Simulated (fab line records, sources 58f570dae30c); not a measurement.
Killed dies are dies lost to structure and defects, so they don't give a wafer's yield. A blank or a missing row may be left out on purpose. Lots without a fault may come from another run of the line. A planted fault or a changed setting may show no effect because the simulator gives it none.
A struck lot beside a sound one | flow berkeley_cmos170 | 17 steps out of a route of 331
Sound: wafers L652.1, L652.5, L652.6. Struck: wafers L665.2, L665.3, L665.6. The cause comes at the end.
At each step with rows: each side's tool, then ch and its chambers, then its first start. Under that, the readings that differ: sound wafers | struck wafers | difference of the means | sigmas: that difference in standard deviations of wafers without a fault.
alike: readings whose means differ by less than 2 such deviations, and words and numbers that are the same on both sides. not compared: withheld readings, readings that some wafer has no value for, bounds like >300 that may hide the same value, and numbers for which the record gives no deviation and whose values overlap.
The two part at a step that has a row with sigmas, a row that says differs or no value, or rows on one side only. Numbers that don't overlap but have no deviation are shown without sigmas and don't part them. A reading that every wafer of one side lacks parts them only if that side has two wafers or more.

first, 1 step without rows for these wafers: UCB170_FIELD_WET_ETCH_06 (etches SiO2 in BOE, time 21.53 s).
UCB170_FIELD_THK_MEAS_90:
  sound on film_metro-01, day 6 07:28; struck on film_metro-04, day 8 11:00
  alike: FIELD_OXIDE_LEFT_1_THK
then, 2 steps without rows for these wafers: UCB170_SACOX_CLEAN_00 (cleans in dHF, time 7.5 s); UCB170_SACOX_OXIDATION_01 (target thk 14.4 nm, ox time 2400 s).
UCB170_SACOX_THK_MEAS_02:
  sound on film_metro-03, day 6 12:37; struck on film_metro-02, day 8 18:26
  alike: SACOX_OXIDE_THK
then, 2 steps without rows for these wafers: UCB170_SCREENOX_WET_ETCH_00 (etches SiO2 in dHF, time 200 s); UCB170_SCREENOX_OXIDATION_01 (target thk 14.4 nm, ox time 2400 s).
UCB170_SCREENOX_THK_MEAS_02:
  sound on film_metro-01, day 6 16:37; struck on film_metro-02, day 9 00:29
  alike: SCREENOX_OXIDE_THK
then, 4 steps without rows for these wafers: UCB170_SCREENOX_ANNEAL_03 (time 900 s); UCB170_NVT_HMDS_00 (prime time 60 s); UCB170_NVT_COAT_01 (resist thk 900 nm); UCB170_NVT_SOFTBAKE_02 (time 60 s).
UCB170_NVT_EXPOSE_03: exposes mask PWELL, target cd 3000 nm.
  sound on krf_scanner-01 ch 0, day 6 21:08; struck on krf_scanner-02 ch 0, day 9 07:32
  reading                     | sound                      | struck            | difference | sigmas
  model.NVT.overlay_x_nm (nm) | -0.02549 -0.02549 -0.02549 | 602.2 602.2 602.2 | +602.2     |
  alike: mask, focus_offset_nm
then, 2 steps without rows for these wafers: UCB170_NVT_PEB_04; UCB170_NVT_DEVELOP_05 (develop time 45 s).
UCB170_NVT_OVL_MEAS_06:
  sound on overlay-01, day 6 22:05; struck on overlay-02, day 9 09:19
  reading      | sound | struck      | difference | sigmas
  NVT_OVL (nm) | 4 0 5 | 599 597 601 | +596       | +99 or more
  not compared: hold
then, 1 step without rows for these wafers: UCB170_M3_PROBE_99.

WHERE THEY PART
Only at UCB170_NVT_OVL_MEAS_06, within this record.

WHY: what the simulator had put in
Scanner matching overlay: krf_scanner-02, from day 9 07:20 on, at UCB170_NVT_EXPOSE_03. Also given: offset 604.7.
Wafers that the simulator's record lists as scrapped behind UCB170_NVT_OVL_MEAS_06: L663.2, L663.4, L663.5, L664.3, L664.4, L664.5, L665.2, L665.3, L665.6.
